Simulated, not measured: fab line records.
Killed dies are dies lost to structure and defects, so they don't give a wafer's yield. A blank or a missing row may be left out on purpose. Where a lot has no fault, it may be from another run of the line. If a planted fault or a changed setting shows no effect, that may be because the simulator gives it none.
Which tool is to blame? / flow berkeley_cmos170 / 21 wafers from 7 lots sampled at 3 of the route's 331 steps

WHAT THE GAUGES READ, wafer by wafer
UCB170_PWELL_THK_MEAS_03.
lot=L681; measured=day 3 05:02; on=film_metro-02; PWELL_OXIDE_THK (nm)=26.6 26.6 26.1
lot=L684; measured=day 4 06:02; on=film_metro-01; PWELL_OXIDE_THK (nm)=26.6 26.4 26.4
lot=L690; measured=day 4 20:05; on=film_metro-03; PWELL_OXIDE_THK (nm)=27.1 27.2 27.0
lot=L688; measured=day 4 20:06; on=film_metro-02; PWELL_OXIDE_THK (nm)=27.8 27.4 27.4
lot=L694; measured=day 5 22:19; on=film_metro-02; PWELL_OXIDE_THK (nm)=26.8 26.7 26.2
lot=L699; measured=day 6 16:38; on=film_metro-02; PWELL_OXIDE_THK (nm)=25.9 26.2 26.4
lot=L702; measured=day 7 06:40; on=film_metro-01; PWELL_OXIDE_THK (nm)=26.0 26.0 26.1

TOOL THAT RAN EACH LOT (tool first, then ch and the chambers of the sampled wafers, then the start)
lot=L681; UCB170_NWELL_SOFTBAKE_08=litho_track-01 ch 0, day 2 18:46; UCB170_NWELL_STRIP_15=plasma_asher-03 ch 0,1, day 2 19:43
lot=L684; UCB170_NWELL_SOFTBAKE_08=litho_track-04 ch 0, day 3 11:30; UCB170_NWELL_STRIP_15=plasma_asher-02 ch 0,1, day 3 22:56
lot=L690; UCB170_NWELL_SOFTBAKE_08=litho_track-04 ch 0, day 4 09:35; UCB170_NWELL_STRIP_15=plasma_asher-02 ch 0,1, day 4 10:46
lot=L688; UCB170_NWELL_SOFTBAKE_08=litho_track-02 ch 0, day 4 09:38; UCB170_NWELL_STRIP_15=plasma_asher-02 ch 0,1, day 4 11:01
lot=L694; UCB170_NWELL_SOFTBAKE_08=litho_track-02 ch 0, day 5 10:34; UCB170_NWELL_STRIP_15=plasma_asher-01 ch 0,1, day 5 12:21
lot=L699; UCB170_NWELL_SOFTBAKE_08=litho_track-01 ch 0, day 6 07:45; UCB170_NWELL_STRIP_15=plasma_asher-03 ch 0,1, day 6 08:41
lot=L702; UCB170_NWELL_SOFTBAKE_08=litho_track-02 ch 0, day 6 21:17; UCB170_NWELL_STRIP_15=plasma_asher-01 ch 0,1, day 6 22:13
- UCB170_NWELL_SOFTBAKE_08: time 60 s.
- UCB170_NWELL_STRIP_15: strips in O2.

THE ANSWER, worked out from the rows above alone
Rule: what is usual is taken from the lots themselves. Put in order of their means at a reading, lots are off if they are a third of the lots or fewer, leave a main group of 4 or more, and stand apart from it by a gap of 3 or more times the standard deviation of the main group's means; of several such gaps the widest counts. If all means in a main group match to the digits the tables above print for the reading, that group is not used. A lot without any number at a reading at which 4 lots or more have one is off too. All remaining lots with rows at the step are treated as sound.
Across all readings shown, no lot is off: no conclusion can be drawn from this.

WHAT WAS PUT IN BY THE SIMULATOR
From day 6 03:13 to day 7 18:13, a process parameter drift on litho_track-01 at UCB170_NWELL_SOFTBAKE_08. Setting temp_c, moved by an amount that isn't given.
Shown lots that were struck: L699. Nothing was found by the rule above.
